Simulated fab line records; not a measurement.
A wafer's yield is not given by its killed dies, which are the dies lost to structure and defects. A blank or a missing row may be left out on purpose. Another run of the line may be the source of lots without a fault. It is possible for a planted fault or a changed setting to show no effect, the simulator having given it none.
fab line records | flow berkeley-cmos170
[record] lots = 14 | wafers = 42 | last-day = 13
route steps=331 shown NSD@196
lots untouched by any fault: they come from a run of this same line in which no faults occurred
start-h: the number of hours between the record's first day and the start of the first shown wafer of the lot | wait-h: hours since the lot's step before | " the same as in the row above | L1.1+2: a row that stands for several wafers | - either no value or no given start | * or withheld: withheld | < > ~ a bound
route shown NAME@n: names a module that has steps shown in the file, with the first one's number in the route | usual: mean and standard deviation over wafers with no fault | same: alike in all rows | chamber/n: place in a boat | sites: each site's reading | _std_site: how widely they spread, as a standard deviation | _edge_site: inner sites' mean taken away from outer sites' mean | radius-mm: how far each site lies from the wafer's centre | mask NAME#n: copy n | behind: the tool/chamber that last shaped the wafer | hold: why the lot went on hold/how many hours it stayed there/how the hold came to an end | device: names the non-switching transistor (n, p or np) | end of line: the route-end tests of the same wafers | for a step that has no rows: nothing shown but its recipe | killed: not the wafer's yield, but the dies lost to structure and defects at the first sort | map: dies across one wafer; x = killed, . = not, _ = none there
set.NAME: setting as actually run; set.NAME@STEP: the setting as run at that earlier step | model.NAME: the simulator's own value behind a step, which no gauge read
one table for each step of the route and one row for each wafer, over a sample of lots
services: when a tool's chamber went out of use (start-h, in hours from the record's first day, below 0 if earlier), for how many hours, and the reason
[[steps]]
[step UCB170_NSD_STRIP_09]
[recipe] chemistry = O2 | power-w = 400 | pressure-mtorr = 3500 | platen-temp-c = withheld | o2-flow-sccm = 400 | overash-fraction = 0.5
[usual] drypump-motor-current-A = 5.7/0.42 | oes-product-au = 0.534/0.0049 | overash-fraction = 0.5/0 | strip-time-to-endpoint-s = 35.81/0.078
lot.wafer | tool            | chamber | start-h | wait-h | drypump-motor-current-A | oes-product-au | overash-fraction | rf-hours-counter-h | strip-time-to-endpoint-s
L489.1    | plasma-asher-03 | 1       | 160.17  | 0.1    | 6.4                     | 0.533          | 0.5              | 37                 | 35.95
L489.5    | "               | 1       | "       | "      | 6.4                     | 0.523          | 0.5              | -                  | 35.89
L489.6    | "               | 0       | "       | "      | 5.3                     | 0.532          | 0.5              | -                  | 35.91
L488.3    | plasma-asher-04 | 0       | 160.51  | 0.1    | 5.4                     | 0.531          | 0.5              | -                  | 35.86
L488.5    | "               | 0       | "       | "      | 5.4                     | 0.525          | 0.5              | -                  | 36.00
L488.6    | "               | 1       | "       | "      | 5.5                     | 0.537          | 0.5              | -                  | 35.86
L492.1    | plasma-asher-04 | 0       | 167.89  | 0.1    | 5.4                     | 0.535          | 0.5              | 6                  | 35.83
L492.2    | "               | 1       | "       | "      | 5.6                     | 0.536          | 0.5              | 6                  | 35.87
L492.4    | "               | 1       | "       | "      | 5.6                     | 0.537          | 0.5              | -                  | 35.84
L491.2    | plasma-asher-03 | 0       | 168.17  | 0.1    | 5.3                     | 0.537          | 0.5              | 37                 | 35.76
L491.5    | "               | 1       | "       | "      | 6.4                     | 0.532          | 0.5              | -                  | 35.64
L491.6    | "               | 0       | "       | "      | 5.3                     | 0.540          | 0.5              | -                  | 35.70
L490.1    | plasma-asher-04 | 0       | 168.29  | 0.1    | 5.4                     | 0.535          | 0.5              | 6                  | 35.79
L490.3    | "               | 1       | "       | "      | 5.6                     | 0.538          | 0.5              | -                  | 35.89
L490.6    | "               | 0       | "       | "      | 5.4                     | 0.534          | 0.5              | -                  | 35.97
L493.3    | plasma-asher-03 | 0       | 192.95  | 0.1    | 5.2                     | 0.536          | 0.5              | -                  | 35.90
L493.4    | "               | 1       | "       | "      | 6.4                     | 0.539          | 0.5              | -                  | 35.78
L493.5    | "               | 1       | "       | "      | 6.4                     | 0.542          | 0.5              | -                  | 35.85
L494.1    | plasma-asher-04 | 1       | 193.24  | 0.1    | 5.6                     | 0.493          | 0.7              | 9                  | 35.82
L494.2    | "               | 0       | "       | "      | 5.4                     | 0.500          | 0.7              | 9                  | 35.81
L494.6    | "               | 1       | "       | "      | 5.6                     | 0.499          | 0.7              | -                  | 35.84
L496.3    | plasma-asher-04 | 0       | 201.99  | 0.1    | 5.4                     | 0.495          | 0.7              | -                  | 35.77
L496.4    | "               | 1       | "       | "      | 5.6                     | 0.501          | 0.7              | -                  | 35.68
L496.5    | "               | 1       | "       | "      | 5.5                     | 0.502          | 0.7              | -                  | 35.79
L503.1    | plasma-asher-01 | 0       | 233.63  | 0.1    | 5.5                     | 0.533          | 0.5              | 51                 | 35.78
L503.5    | "               | 1       | "       | "      | 5.7                     | 0.529          | 0.5              | -                  | 35.77
L503.6    | "               | 0       | "       | "      | 5.5                     | 0.530          | 0.5              | -                  | 35.79
L504.2    | plasma-asher-01 | 0       | 254.02  | 0.1    | 5.5                     | 0.532          | 0.5              | 53                 | 35.76
L504.3    | "               | 1       | "       | "      | 5.7                     | 0.531          | 0.5              | -                  | 35.77
L504.6    | "               | 0       | "       | "      | 5.5                     | 0.533          | 0.5              | -                  | 35.86
L509.3    | plasma-asher-03 | 0       | 263.00  | 0.1    | 5.3                     | 0.534          | 0.5              | -                  | 35.81
L509.4    | "               | 1       | "       | "      | 6.4                     | 0.533          | 0.5              | -                  | 35.85
L509.6    | "               | 0       | "       | "      | 5.3                     | 0.531          | 0.5              | -                  | 35.85
L506.1    | plasma-asher-01 | 1       | 263.08  | 0.1    | 5.7                     | 0.543          | 0.5              | 54                 | 35.90
L506.2    | "               | 0       | "       | "      | 5.5                     | 0.536          | 0.5              | 54                 | 35.92
L506.3    | "               | 0       | "       | "      | 5.5                     | 0.543          | 0.5              | -                  | 35.92
L505.1    | plasma-asher-03 | 0       | 263.24  | 0.1    | 5.3                     | 0.537          | 0.5              | 47                 | 35.63
L505.4    | "               | 0       | "       | "      | 5.2                     | 0.536          | 0.5              | -                  | 35.69
L505.5    | "               | 0       | "       | "      | 5.2                     | 0.526          | 0.5              | -                  | 35.61
L511.1    | plasma-asher-03 | 1       | 276.74  | 0.1    | 6.4                     | 0.543          | 0.5              | 49                 | 35.79
L511.3    | "               | 1       | "       | "      | 6.4                     | 0.536          | 0.5              | -                  | 35.84
L511.6    | "               | 0       | "       | "      | 5.3                     | 0.537          | 0.5              | -                  | 35.78
[[services]]
tool            | chamber | start-h | hours | kind
plasma-asher-01 | -       | 136.60  | 0.7   | repair
[[key]]
[first-sign] step = UCB170_NSD_STRIP_09 | reading = overash-fraction | direction = up | sigmas = 99+ | usual = 0.5 | struck = 0.7
[effect] step = UCB170_NSD_STRIP_09 | reading = oes-product-au | direction = down | sigmas = 7.4 | usual = 0.534 | struck = 0.498
met-at UCB170_NSD_STRIP_09
struck-lots L494,L496
tester-left-out L494,L496
onset-between 168.29 193.24
[fault] kind = process-parameter-drift | tool = plasma-asher-04 | chamber = - | onset-h = 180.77 | steps = UCB170_NSD_STRIP_09 | channel = overash-fraction | offset = 0.2 | shape = step | end-h = 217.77 | acts-in = these-recipes-only | stated = 0.5
// tester-left-out: of these lots the tester's yield and bins aren't shown, on N5 and GAA mostly nor the transistor test; their killed dies are dies lost to structure and defects alone, not to doping, threshold or leakage, so they don't give the yield
